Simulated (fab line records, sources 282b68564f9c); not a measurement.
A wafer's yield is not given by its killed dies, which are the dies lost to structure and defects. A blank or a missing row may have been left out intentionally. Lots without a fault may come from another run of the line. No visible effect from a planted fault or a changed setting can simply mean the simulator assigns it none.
fab line records | flow ritCmos | part 2 of 2: steps 31 to 40 of 40
record: lots: 5 | wafers: 15 | lastDay: 7
route steps=202 shown SILICIDE@162 CONTACT@168 M1@184
lots that met no fault: taken from a fault-free run of the same line
startH: hours from the record's opening day to when the first of the lot's shown wafers began | waitH: how many hours have passed since the lot's step before this one | " unchanged from the row above | L1.1+2: a row that stands for several wafers | - no value, or no start given | * or withheld: withheld | < > ~ a bound
route shown NAME@n: names a module that has steps shown in the file, with the first one's number in the route | usual: mean/standard deviation of fault-free wafers | same: alike in all rows | chamber/n: place in a boat | sites: per-site readings | _std_site: how widely they spread, as a standard deviation | _edge_site: mean of outer sites minus mean of inner sites | radiusMm: for every site, how far away it sits from the centre of the wafer | mask NAME#n: copy n | behind: tool/chamber where the wafer was last shaped | hold: what put the lot on hold/how long, in hours/how the hold closed | device: whichever transistor did not switch (one of n, p or np) | end of line: tests run on the same wafers once the route is complete | a step with no rows: only its recipe | killed: the dies lost at the first sort to structure and to defects; this is not the yield of the wafer | map: a wafer's dies, marking killed ones x, the rest . and places with no die _
set.NAME: the setting the step ran with; set.NAME@STEP: the setting that earlier step ran with | model.NAME: the simulator's own value behind a step, which no gauge read
lots at selected steps of the route; one table per step, one row per wafer
services: from which hour (startH, from the record's first day; less than 0 if before it) a tool's chamber was out of use, for how many hours, and why
== steps ==
step: RIT_M1_DEVELOP_08
recipe: resist: NOVOLAK | developTimeS: 68 | devTempC: 23
lot.wafer  | tool          | chamber | startH | waitH
L078.1+3+5 | lithoTrack-03 | 0       | -      | -
L081.1+2+4 | lithoTrack-04 | 0       | -      | -
L087.1+3+5 | lithoTrack-04 | 0       | -      | -
L089.1+2+6 | lithoTrack-02 | 0       | -      | -
L095.2+3+6 | lithoTrack-03 | 0       | -      | -
step: RIT_M1_CD_MEAS_09
recipe: targetCdNm: 2600
usual: cdNm: 2599.4/2.2
lot.wafer | tool     | chamber | startH | waitH | cdNm
L078.1    | cdSem-02 | -       | 77.16  | -     | 2602.5
L078.3    | "        | -       | "      | "     | 2601.5
L078.5    | "        | -       | "      | "     | 2602.3
L081.1    | cdSem-01 | -       | 91.97  | -     | 2599.1
L081.2    | "        | -       | "      | "     | 2600.6
L081.4    | "        | -       | "      | "     | 2599.1
L087.1    | cdSem-02 | -       | 127.31 | -     | 2597.4
L087.3    | "        | -       | "      | "     | 2595.5
L087.5    | "        | -       | "      | "     | 2595.6
L089.1    | cdSem-02 | -       | 134.89 | -     | 2604.0
L089.2    | "        | -       | "      | "     | 2603.9
L089.6    | "        | -       | "      | "     | 2602.8
L095.2    | cdSem-01 | -       | 166.93 | -     | 2598.1
L095.3    | "        | -       | "      | "     | 2599.5
L095.6    | "        | -       | "      | "     | 2599.3
step: RIT_M1_OVL_MEAS_10
usual: M1_OVL: -1.5/1.5
lot.wafer | tool       | chamber | startH | waitH | M1_OVL[nm]
L078.1    | overlay-01 | -       | 77.28  | 0.1   | -4.2
L078.3    | "          | -       | "      | "     | -0.8
L078.5    | "          | -       | "      | "     | -2.7
L081.1    | overlay-01 | -       | 92.09  | 0.1   | -3.7
L081.2    | "          | -       | "      | "     | -4.7
L081.4    | "          | -       | "      | "     | -4.2
L087.1    | overlay-02 | -       | 127.43 | 0.1   | 0.7
L087.3    | "          | -       | "      | "     | -0.7
L087.5    | "          | -       | "      | "     | -0.3
L089.1    | overlay-02 | -       | 135.01 | 0.1   | 0.5
L089.2    | "          | -       | "      | "     | 1.2
L089.6    | "          | -       | "      | "     | 1.9
L095.2    | overlay-01 | -       | 167.04 | 0.1   | -4.1
L095.3    | "          | -       | "      | "     | -4.4
L095.6    | "          | -       | "      | "     | -1.9
step: RIT_M1_HARDBAKE_11
recipe: resist: NOVOLAK | tempC: 140 | timeS: 120
lot.wafer  | tool          | chamber | startH | waitH
L078.1+3+5 | lithoTrack-02 | 0       | 77.31  | 0.0
L081.1+2+4 | lithoTrack-04 | 0       | 92.13  | 0.0
L087.1+3+5 | lithoTrack-02 | 0       | 127.49 | 0.1
L089.1+2+6 | lithoTrack-04 | 0       | 135.05 | 0.0
L095.2+3+6 | lithoTrack-02 | 0       | 167.11 | 0.1
step: RIT_M1_METAL_ETCH_12
recipe: stopOn: SiO2 | chemistry: Cl2/BCl3 | target: Al | timeS: 165 | overEtchFrac: 0.5 | pressureMtorr: 100 | targetDepthA: 6000 | rfW: 250 | Cl2_flow_sccm: 60 | bcl3FlowSccm: 50
usual: drypumpMotorCurrentA: 5.7/0.35 | oesProductAu: 0.776/0.013 | throttleValvePct: 8.25/0.13
lot.wafer | tool        | chamber | startH | waitH | drypumpMotorCurrentA | oesProductAu | rfHoursCounterH | throttleValvePct
L078.1    | rieMetal-02 | 0       | 77.56  | 0.2   | 5.1                  | 0.777        | 34              | 8.06
L078.3    | "           | 0       | "      | "     | 5.1                  | 0.779        | -               | 8.07
L078.5    | "           | 0       | "      | "     | 5.1                  | 0.779        | -               | 8.09
L081.1    | rieMetal-02 | 1       | 92.38  | 0.2   | 6.5                  | 0.777        | 33              | 8.29
L081.2    | "           | 0       | "      | "     | 5.2                  | 0.777        | 34              | 8.06
L081.4    | "           | 1       | "      | "     | 6.5                  | 0.770        | -               | 8.30
L087.1    | rieMetal-02 | 0       | 127.74 | 0.2   | 5.2                  | 0.791        | 35              | 8.06
L087.3    | "           | 0       | "      | "     | 5.2                  | 0.781        | -               | 8.09
L087.5    | "           | 0       | "      | "     | 5.2                  | 0.779        | -               | 8.06
L089.1    | rieMetal-04 | 1       | 135.30 | 0.2   | 5.6                  | 0.796        | 1               | 8.27
L089.2    | "           | 0       | "      | "     | 5.7                  | 0.777        | 1               | 8.45
L089.6    | "           | 0       | "      | "     | 5.7                  | 0.761        | -               | 8.47
L095.2    | rieMetal-02 | 0       | 167.32 | 0.2   | 5.2                  | 0.767        | 0               | 8.06
L095.3    | "           | 0       | "      | "     | 5.1                  | 0.762        | -               | 8.07
L095.6    | "           | 1       | "      | "     | 6.5                  | 0.774        | -               | 8.29
step: RIT_M1_STRIP_13
recipe: chemistry: nmp | resist: NOVOLAK | tempC: 80 | timeS: 600 | dry: n2Spin
usual: bathHeatDutyPct: 18.9/1.6
lot.wafer | tool        | chamber | startH | waitH | bathHeatDutyPct
L078.1    | wetBench-01 | 2       | 77.78  | 0.1   | 18.2
L078.3    | "           | 2       | "      | "     | 18.8
L078.5    | "           | 2       | "      | "     | 19.8
L081.1    | wetBench-03 | 3       | 92.54  | 0.1   | 19.9
L081.2    | "           | 3       | "      | "     | 20.6
L081.4    | "           | 3       | "      | "     | 19.7
L087.1    | wetBench-04 | 1       | 127.90 | 0.1   | 19.2
L087.3    | "           | 1       | "      | "     | 20.2
L087.5    | "           | 1       | "      | "     | 18.9
L089.1    | wetBench-03 | 1       | 135.46 | 0.1   | 18.6
L089.2    | "           | 1       | "      | "     | 19.0
L089.6    | "           | 1       | "      | "     | 18.0
L095.2    | wetBench-01 | 3       | 167.48 | 0.1   | 14.5
L095.3    | "           | 3       | "      | "     | 15.6
L095.6    | "           | 3       | "      | "     | 16.6
step: RIT_M1_STRIP_14
recipe: chemistry: O2 | timeS: 180 | platenTempC: withheld | powerW: 500 | pressureMtorr: 4000 | o2FlowSccm: 4000
usual: drypumpMotorCurrentA: 5.46/0.2
lot.wafer | tool           | chamber | startH | waitH | drypumpMotorCurrentA | rfHoursCounterH
L078.1    | plasmaAsher-01 | 0       | 77.95  | 0.0   | 5.67                 | 28
L078.3    | "              | 0       | "      | "     | 5.65                 | -
L078.5    | "              | 0       | "      | "     | 5.66                 | -
L081.1    | plasmaAsher-01 | 0       | 92.71  | 0.0   | 5.64                 | 30
L081.2    | "              | 1       | "      | "     | 5.12                 | 30
L081.4    | "              | 0       | "      | "     | 5.66                 | -
L087.1    | plasmaAsher-02 | 1       | 128.11 | 0.0   | 5.51                 | 48
L087.3    | "              | 0       | "      | "     | 5.46                 | -
L087.5    | "              | 0       | "      | "     | 5.46                 | -
L089.1    | plasmaAsher-01 | 0       | 135.65 | 0.0   | 5.63                 | 34
L089.2    | "              | 1       | "      | "     | 5.11                 | 34
L089.6    | "              | 1       | "      | "     | 5.11                 | -
L095.2    | plasmaAsher-01 | 0       | 167.65 | 0.0   | 5.64                 | 38
L095.3    | "              | 1       | "      | "     | 5.14                 | -
L095.6    | "              | 0       | "      | "     | 5.63                 | -
step: RIT_M1_CD_MEAS_90
recipe: targetCdNm: 2600
usual: cdNm: 2599.2/2.8
lot.wafer | tool     | chamber | startH | waitH | cdNm
L078.1    | cdSem-01 | -       | 78.13  | 0.1   | 2601.2
L078.3    | "        | -       | "      | "     | 2602.1
L078.5    | "        | -       | "      | "     | 2602.1
L081.1    | cdSem-01 | -       | 92.89  | 0.1   | 2597.2
L081.2    | "        | -       | "      | "     | 2599.9
L081.4    | "        | -       | "      | "     | 2597.2
L087.1    | cdSem-02 | -       | 128.29 | 0.1   | 2596.5
L087.3    | "        | -       | "      | "     | 2594.1
L087.5    | "        | -       | "      | "     | 2594.1
L089.1    | cdSem-02 | -       | 135.83 | 0.1   | 2603.9
L089.2    | "        | -       | "      | "     | 2603.5
L089.6    | "        | -       | "      | "     | 2602.0
L095.2    | cdSem-01 | -       | 167.85 | 0.1   | 2597.7
L095.3    | "        | -       | "      | "     | 2598.7
L095.6    | "        | -       | "      | "     | 2600.3
step: RIT_M1_ANNEAL_15
recipe: tempC: 450 | timeS: 1800 | ambient: forming_gas_H2N2
usual: tube_center_temp_C_max: 451.17/0.19
lot.wafer | tool       | chamber | startH | waitH | tube_center_temp_C_max
L078.1    | furnace-02 | 0       | 78.25  | 0.1   | 451.27
L078.3    | "          | 0       | "      | "     | 451.01
L078.5    | "          | 0       | "      | "     | 451.34
L081.1    | furnace-02 | 0       | 93.01  | 0.1   | 451.39
L081.2    | "          | 0       | "      | "     | 451.16
L081.4    | "          | 0       | "      | "     | 451.23
L087.1    | furnace-02 | 0       | 128.41 | 0.1   | 450.88
L087.3    | "          | 0       | "      | "     | 450.91
L087.5    | "          | 0       | "      | "     | 451.24
L089.1    | furnace-02 | 0       | 135.95 | 0.1   | 451.22
L089.2    | "          | 0       | "      | "     | 451.09
L089.6    | "          | 0       | "      | "     | 451.12
L095.2    | furnace-02 | 0       | 167.95 | 0.1   | 451.05
L095.3    | "          | 0       | "      | "     | 451.01
L095.6    | "          | 0       | "      | "     | 450.91
step: RIT_M1_BOW_MEAS_16
recipe: mode: bow
usual: M1_BOW: 17/6.8
lot.wafer | tool         | chamber | startH | waitH | M1_BOW[um]
L078.1    | filmMetro-03 | -       | 79.75  | 0.0   | 14
L078.3    | "            | -       | "      | "     | 25
L078.5    | "            | -       | "      | "     | 13
L081.1    | filmMetro-04 | -       | 94.51  | 0.0   | 17
L081.2    | "            | -       | "      | "     | 20
L081.4    | "            | -       | "      | "     | 25
L087.1    | filmMetro-04 | -       | 129.91 | 0.0   | 21
L087.3    | "            | -       | "      | "     | 16
L087.5    | "            | -       | "      | "     | 16
L089.1    | filmMetro-02 | -       | 137.45 | 0.0   | 13
L089.2    | "            | -       | "      | "     | 15
L089.6    | "            | -       | "      | "     | 8
L095.2    | filmMetro-02 | -       | 169.47 | 0.0   | 36
L095.3    | "            | -       | "      | "     | 11
L095.6    | "            | -       | "      | "     | 14
== services ==
tool            | chamber | startH | hours | kind
pvdSputter-02   | -       | 60.53  | 2.7   | repair
rieDiel-04      | 3       | 67.73  | 3.4   | repair
pvdSputter-01   | -       | 70.48  | 3.5   | repair
pecvd-03        | -       | 71.09  | 0.9   | repair
rieDiel-03      | 0       | 71.79  | 4.9   | repair
pvdSputter-01   | -       | 76.33  | 2.2   | repair
pecvd-01        | -       | 79.68  | 0.9   | repair
rieDiel-01      | -       | 80.61  | 2.8   | pm
rieDiel-01      | 0       | 95.68  | 8.3   | repair
pecvd-01        | 0       | 98.50  | 5.8   | repair
rieMetal-02     | -       | 101.00 | 2.8   | pm
ilineStepper-01 | -       | 107.45 | 1.7   | pm
rieMetal-04     | 1       | 112.77 | 2.3   | repair
rieDiel-01      | 3       | 120.95 | 7.5   | repair
rieDiel-03      | 1       | 123.37 | 3.4   | repair
rieMetal-02     | -       | 136.12 | 20.0  | pm
rieMetal-02     | 0       | 136.12 | 20.0  | ventCycle
rieMetal-02     | 1       | 136.12 | 20.0  | ventCycle
rieDiel-01      | 2       | 139.92 | 24.4  | repair
pecvd-01        | 1       | 149.34 | 5.0   | repair
pecvd-03        | 0       | 153.40 | 8.1   | repair
rieDiel-03      | -       | 155.37 | 14.6  | pm
rieMetal-02     | 0       | 156.12 | -     | clean
rieMetal-02     | -       | 160.58 | 4.3   | pm
